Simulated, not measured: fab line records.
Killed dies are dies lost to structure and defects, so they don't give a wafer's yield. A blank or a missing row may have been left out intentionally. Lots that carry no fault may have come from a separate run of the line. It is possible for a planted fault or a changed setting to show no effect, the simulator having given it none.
A lot that was struck, set against a sound lot + flow berkeley cmos170 + 16 steps out of a route of 331
Sound: these wafers, L592.1, L592.4, L592.6. The struck wafers were L605.1, L605.5, L605.6. The cause comes at the end.
Order at every step that has rows: each side's tool, ch and its chambers, its first start. Under that, the readings that differ: sound wafers + struck wafers + difference of the means + sigmas: that difference in standard deviations of wafers without a fault.
alike: same words and numbers on both sides, and readings whose means sit less than 2 such deviations apart. not compared: any withheld reading, any reading some wafer has no value for, any bound like >300 that may hide the same value, and any number with overlapping values for which the record gives no deviation.
Wherever a step has rows on one side only, a row that says differs or no value, or a row with sigmas, the two part there. Non-overlapping numbers with no deviation appear without sigmas and do not part them. Lack of a reading on every wafer of one side parts them only where that side has two or more wafers.

UCB170_PWELL_THK_MEAS_03:
  sound on film metro-02, day 2 11:31; struck on film metro-01, day 5 13:07
| reading              | sound          | struck         | difference | sigmas |
|----------------------|----------------|----------------|------------|--------|
| PWELL_OXIDE_THK (nm) | 27.8 27.4 28.1 | 25.9 26.0 26.3 | -1.7       | -3     |
then, 2 steps without rows for these wafers: UCB170_PWELL_ANNEAL_04 (time 900 s); UCB170_PWELL_CVD_05 (deposits Si3N4 from SiH2Cl2/NH3, target thk 220 nm, time 3300 s).
UCB170_PWELL_THK_MEAS_06:
  sound on film metro-04, day 2 18:11; struck on film metro-02, day 5 19:00
  alike: PWELL_NITRIDE_THK
then, 6 steps without rows for these wafers: UCB170_PWELL_HMDS_07 (prime time 60 s); UCB170_PWELL_COAT_08 (resist thk 900 nm); UCB170_PWELL_SOFTBAKE_09 (time 60 s); UCB170_PWELL_EXPOSE_10 (exposes mask PWELL, target cd 3000 nm); UCB170_PWELL_PEB_11; UCB170_PWELL_DEVELOP_12 (develop time 45 s).
UCB170_PWELL_OVL_MEAS_13:
  sound on overlay-02, day 2 19:13; struck on overlay-01, day 5 20:41
  alike: PWELL_OVL
UCB170_PWELL_ETCH_14: etches Si3N4 in CH3F/Ar/O2, stops on SiO2, target depth 242 nm, time 151 s.
  sound on rie diel-04 ch 1,2,3, day 2 19:15; struck on rie diel-04 ch 0,1,3, day 5 20:43
  alike: drypump motor current A, oes product au, throttle valve pct
  not compared: rf hours counter h
UCB170_PWELL_IMPLANT_15:
  sound on implanter-02 ch 0, day 2 19:21; struck on implanter-02 ch 0, day 5 20:49
| reading                   | sound             | struck            | difference | sigmas |
|---------------------------|-------------------|-------------------|------------|--------|
| implant ion amu           | 11 11 11          | 31 31 31          | +20        |        |
| model.implant.rp nm (nm)  | 185.3 185.3 185.3 | 71.91 71.91 71.91 | -113.39    |        |
| model.implant.drp nm (nm) | 64.7 64.7 64.7    | 29.74 29.74 29.74 | -34.96     |        |
UCB170_PWELL_STRIP_16: strips in O2.
  sound on plasma asher-02 ch 1, day 2 19:30; struck on plasma asher-03 ch 0,1, day 5 20:58
  alike: drypump motor current A, o2 flow sccm, oes product au, strip time to endpoint s
  not compared: rf hours counter h
UCB170_PWELL_TW_MEAS_17:
  sound on film metro-02, day 2 19:36; struck on film metro-02, day 5 21:04
| reading  | sound       | struck      | difference | sigmas      |
|----------|-------------|-------------|------------|-------------|
| PWELL_TW | 377 378 378 | 806 806 807 | +429       | +99 or more |
then, 1 step without rows for these wafers: UCB170_PWELL_CLEAN_18 (cleans in SPM, time 600 s).

== WHERE THEY PART ==
Last at UCB170_PWELL_TW_MEAS_17 as far as this record goes, first at UCB170_PWELL_THK_MEAS_03.

WHY: whatever the simulator had introduced
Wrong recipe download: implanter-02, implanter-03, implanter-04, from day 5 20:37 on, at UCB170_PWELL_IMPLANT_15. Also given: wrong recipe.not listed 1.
